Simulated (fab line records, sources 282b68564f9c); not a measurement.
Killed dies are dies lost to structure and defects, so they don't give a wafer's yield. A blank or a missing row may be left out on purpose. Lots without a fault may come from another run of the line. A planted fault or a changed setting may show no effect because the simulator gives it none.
A struck lot beside a sound one | flow rit_cmos | 15 steps out of a route of 202
Sound: wafers L580.4, L580.5, L580.6. Struck: wafers L590.2, L590.3, L590.4. The cause comes at the end.
At each step with rows: each side's tool, then ch and its chambers, then its first start. Under that, the readings that differ: sound wafers | struck wafers | difference of the means | sigmas: that difference in standard deviations of wafers without a fault.
alike: readings whose means differ by less than 2 such deviations, and words and numbers that are the same on both sides. not compared: withheld readings, readings that some wafer has no value for, bounds like >300 that may hide the same value, and numbers for which the record gives no deviation and whose values overlap.
The two part at a step that has a row with sigmas, a row that says differs or no value, or rows on one side only. Numbers that don't overlap but have no deviation are shown without sigmas and don't part them. A reading that every wafer of one side lacks parts them only if that side has two wafers or more.

first, 1 step without rows for these wafers: RIT_FOX2_OXIDATION_00 (target thk 350.7 nm, ox time 1130 s).
RIT_FOX2_THK_MEAS_01:
  sound on film_metro-01, day 2 17:49; struck on film_metro-03, day 4 17:33
  alike: FOX2_OXIDE_THK
then, 2 steps without rows for these wafers: RIT_FOX2_CLEAN_02 (cleans in dHF, time 180 s); RIT_FOX2_WET_ETCH_03 (etches Si3N4 in H3PO4, target depth 195 nm, time 2700 s).
RIT_FOX2_THK_MEAS_90:
  sound on film_metro-03, day 2 18:46; struck on film_metro-03, day 4 18:25
  alike: FIELD_OXIDE_LEFT_1_THK
then, 6 steps without rows for these wafers: RIT_NWELL_HMDS_00 (prime time 62.45 s); RIT_NWELL_COAT_01 (resist thk 1300 nm); RIT_NWELL_SOFTBAKE_02 (time 60 s); RIT_NWELL_EXPOSE_03 (exposes mask M2, target cd 43900 nm); RIT_NWELL_PEB_04; RIT_NWELL_DEVELOP_05 (develop time 68 s).
RIT_NWELL_OVL_MEAS_06:
  sound on overlay-02, day 2 19:41; struck on overlay-02, day 4 19:42
  alike: NWELL_OVL
RIT_NWELL_HARDBAKE_07: time 120 s.
  sound on litho_track-02 ch 0, day 2 19:50; struck on litho_track-03 ch 0, day 4 19:59
  reading                  | sound                | struck               | difference | sigmas
  heater_power_total_W (W) | 52.06 51.99 52.01    | 53.44 53.47 53.54    | +1.46      | +24
  plate_temp_C (C)         | 140.04 140.26 140.06 | 142.97 143.11 143.02 | +2.91      | +22
  alike: exhaust_pa
then, 1 step without rows for these wafers: RIT_NWELL_IMPLANT_08.
-- the record jumps here: 3 days lie between the struck wafers' starts before and after (it left off in module NWELL and takes up again in module M1, whose first step shown is number 202 of the route) --
RIT_M1_PROBE_99:
  sound on prober-02, day 4 14:19; struck on prober-02, day 7 14:47
  alike: killed_at_contacts, killed_at_front_end, killed_dies, killed_on_rim, killed_open, killed_short

WHERE THEY PART
Only at RIT_NWELL_HARDBAKE_07, within this record. Later steps at which nothing parts them and some readings are alike: RIT_M1_PROBE_99.

WHY: what the simulator had put in
Process parameter drift: litho_track-03, from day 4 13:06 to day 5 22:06, at RIT_NWELL_HARDBAKE_07. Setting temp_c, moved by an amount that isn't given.
